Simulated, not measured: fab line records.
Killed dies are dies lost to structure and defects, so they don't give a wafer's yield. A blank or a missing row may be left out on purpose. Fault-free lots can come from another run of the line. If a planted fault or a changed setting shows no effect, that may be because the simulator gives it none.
The tool behind it: which one?	flow rit cmos	13 lots, 39 wafers sampled, at 1 step of a route of 202

WHAT EACH GAUGE READ, for each wafer
No reading from a measuring or inspecting step in the record can be judged against a usual standard deviation.

WHAT TOOL EACH LOT RAN ON (gives the tool, then ch and the chambers of the sampled wafers, and finally the start)
lot	RIT_GATE_ETCH_19
L270	rie si-01 ch 0,3, day 2 14:40
L271	rie si-02 ch 0,1,3, day 2 18:40
L273	rie si-02 ch 0,1,2, day 3 04:04
L274	rie si-01 ch 0,2, day 3 10:06
L275	rie si-02 ch 0,2, day 3 14:58
L276	rie si-01 ch 1,2, day 3 19:22
L278	rie si-01 ch 1,2, day 4 04:24
L280	rie si-01 ch 1,3, day 4 18:33
L282	rie si-01 ch 0,1, day 5 02:16
L285	rie si-02 ch 0,2,3, day 5 15:40
L290	rie si-01 ch 1,2,3, day 6 16:22
L291	rie si-02 ch 0,1,3, day 6 23:23
L293	rie si-02 ch 1,2,3, day 7 08:20
- RIT_GATE_ETCH_19: etches poly-Si in SF6/CHF3/O2, stops on SiO2, time 165 s, target depth 312.5 nm.

WHAT THE TOOLS THEMSELVES READ (means of the sampled wafers that have a number; where no wafer has one, the mark that the record gives instead)
RIT_GATE_ETCH_19.
lot	tool	drypump motor current A (A)	he backside leak sccm (sccm)	oes product au (a.u.)	run length s (s)	throttle valve pct (%)
L270	rie si-01	6.0	2.9	0.843	193.2	10.32
L271	rie si-02	5.9	2.9	0.859	192.7	10.30
L273	rie si-02	5.8	2.9	0.841	192.8	10.25
L274	rie si-01	5.6	2.5	0.844	194.1	10.30
L275	rie si-02	5.9	2.9	0.842	192.9	10.21
L276	rie si-01	5.3	2.6	0.863	193.9	10.41
L278	rie si-01	5.3	2.6	0.871	194.0	10.42
L280	rie si-01	5.7	3.0	0.863	193.5	10.43
L282	rie si-01	5.3	2.7	0.838	193.4	10.24
L285	rie si-02	6.0	2.7	0.846	192.9	10.27
L290	rie si-01	5.5	2.8	0.833	201.4	10.42
L291	rie si-02	5.9	2.7	0.847	192.8	10.29
L293	rie si-02	6.2	2.9	0.839	192.5	10.18

THE ANSWER, worked out from the rows above alone
Rule: usual is defined by the lots themselves. Put in order of their means at a reading, lots are off if they are a third of the lots or fewer, leave a main group of 4 or more, and stand apart from it by a gap of 3 or more times the standard deviation of the main group's means; of several such gaps the widest counts. A main group whose means are all the same, to the digits that the tables above print for the reading, isn't used. Also off: a lot with no number at a reading for which 4 or more lots have one. The other lots that the step has rows for count as sound. After the gauges, taken in route order, come the tools' own readings; for these a lot's mean is taken, as printed above. The first step at which some lot is off is used, and at that step the reading that is off furthest; a lot without a number counts as furthest.
Off at RIT_GATE_ETCH_19 (run length s): L290. The main group has a mean of 193.2 s with a standard deviation of 0.52.
If a tool, at that step or one of the process steps before it, ran each lot that is off and ran no sound lot following the first of them, it fits. One fits: rie si-01 at RIT_GATE_ETCH_19. Its last sound lot is L282 (day 5 02:16), its first lot that is off L290 (day 6 16:22): a fault that began between those two fits.
On the lots that are off, the tool's own readings at RIT_GATE_ETCH_19 differ by more than 5 times the standard deviation of the sound lots' means, which bears it out; run length s reads 201.4 s there versus 193.2 s on the sound lots.

WHAT WAS PUT IN BY THE SIMULATOR
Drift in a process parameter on rie si-01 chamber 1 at RIT_GATE_ETCH_19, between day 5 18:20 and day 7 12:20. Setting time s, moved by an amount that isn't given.
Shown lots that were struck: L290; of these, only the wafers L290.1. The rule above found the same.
